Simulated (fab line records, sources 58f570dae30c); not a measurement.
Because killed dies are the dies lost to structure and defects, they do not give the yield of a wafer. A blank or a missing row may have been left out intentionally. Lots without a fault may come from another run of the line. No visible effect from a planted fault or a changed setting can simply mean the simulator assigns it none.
Which tool is to blame?    flow berkeley_cmos170    14 lots, 42 wafers sampled, at 2 steps of a route of 331

WHAT EACH GAUGE READ, for each wafer
UCB170_NWELL_TW_MEAS_16.
lot   measured     on             NWELL_TW
L134  day 2 08:17  film_metro-02  1260 1266 1253
L133  day 2 08:40  film_metro-02  1260 1263 1255
L136  day 2 21:08  film_metro-03  1249 1247 1244
L139  day 3 12:22  film_metro-03  1250 1245 1251
L142  day 4 01:58  film_metro-01  1248 1244 1248
L143  day 4 05:03  film_metro-02  1257 1255 1248
L145  day 4 15:31  film_metro-02  1256 1259 1253
L146  day 5 00:13  film_metro-01  1251 1256 1255
L150  day 5 19:11  film_metro-01  1400 1399 1410
L151  day 6 05:50  film_metro-01  1398 1404 1405
L153  day 6 10:54  film_metro-02  1258 1260 1262
L154  day 6 17:44  film_metro-01  1255 1258 1262
L155  day 6 19:38  film_metro-03  1252 1249 1257
L156  day 6 22:32  film_metro-02  1266 1256 1258

TOOL THAT RAN EACH LOT (tool first, then ch and the chambers of the sampled wafers, then the start)
lot   UCB170_NWELL_IMPLANT_14
L134  implanter-01 ch 0, day 2 08:03
L133  implanter-03 ch 0, day 2 08:25
L136  implanter-01 ch 0, day 2 20:56
L139  implanter-02 ch 0, day 3 12:07
L142  implanter-02 ch 0, day 4 01:43
L143  implanter-03 ch 0, day 4 04:48
L145  implanter-03 ch 0, day 4 15:16
L146  implanter-02 ch 0, day 4 23:59
L150  implanter-02 ch 0, day 5 18:53
L151  implanter-02 ch 0, day 6 05:37
L153  implanter-01 ch 0, day 6 10:29
L154  implanter-01 ch 0, day 6 17:30
L155  implanter-01 ch 0, day 6 19:24
L156  implanter-01 ch 0, day 6 22:17
- UCB170_NWELL_IMPLANT_14

WHAT THE TOOLS THEMSELVES READ (means of the sampled wafers that have a number; where no wafer has one, the mark that the record gives instead)
UCB170_NWELL_IMPLANT_14.
lot   tool          dose_ions_cm2  faraday_current_uA
L134  implanter-01  9.9997e+12     31.7
L133  implanter-03  9.9977e+12     31.8
L136  implanter-01  1.0007e+13     31.2
L139  implanter-02  1.0013e+13     32.0
L142  implanter-02  9.9983e+12     31.8
L143  implanter-03  9.9987e+12     31.8
L145  implanter-03  9.9923e+12     31.5
L146  implanter-02  9.9930e+12     32.2
L150  implanter-02  1.4100e+13     45.4
L151  implanter-02  1.4105e+13     44.0
L153  implanter-01  1.0001e+13     31.9
L154  implanter-01  9.9830e+12     31.7
L155  implanter-01  9.9950e+12     31.5
L156  implanter-01  1.0017e+13     31.5

THE ANSWER, worked out from the rows above alone
Rule: what is usual is taken from the lots themselves. Put in order of their means at a reading, lots are off if they are a third of the lots or fewer, leave a main group of 4 or more, and stand apart from it by a gap of 3 or more times the standard deviation of the main group's means; of several such gaps the widest counts. The tables above print the reading to a certain number of digits; a main group whose means all agree to those digits is not used. Also off: a lot with no number at a reading for which 4 or more lots have one. Where the step has rows for the other lots, those lots are counted as sound. The gauges are gone through in route order, then the tools' own readings, and for those a lot's mean is taken as printed above. The first step at which some lot is off is used, and at that step the reading that is off furthest; a lot without a number counts as furthest.
Off: L150, L151, at UCB170_NWELL_TW_MEAS_16 (NWELL_TW). The main group has a mean of 1255 with a standard deviation of 4.9.
A tool fits if, at a process step before that reading, it ran every lot that is off, and no sound lot after the first of them. The gauges at UCB170_NWELL_TW_MEAS_16 aren't tried: what is off there is off at UCB170_NWELL_IMPLANT_14 too, on other tools, and a gauge's error can't cause that. One fits: implanter-02 at UCB170_NWELL_IMPLANT_14. A fault onset in the window from L146 (day 4 23:59, its last sound lot) to L150 (day 5 18:53, its first lot off) fits.
The tool's own readings at UCB170_NWELL_IMPLANT_14 bear it out: on the lots that are off they differ by more than 5 times the standard deviation of the sound lots' means. dose_ions_cm2 reads 1.4102e+13 there against 9.9996e+12 on the sound lots; faraday_current_uA reads 44.7 there against 31.7 on the sound lots.

WHAT WAS PUT IN BY THE SIMULATOR
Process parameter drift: implanter-02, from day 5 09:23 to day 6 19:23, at UCB170_NWELL_IMPLANT_14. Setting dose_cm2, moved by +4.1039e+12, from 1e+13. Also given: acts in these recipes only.
Lots struck among those shown: L150, L151. This agrees with what the rule above found.
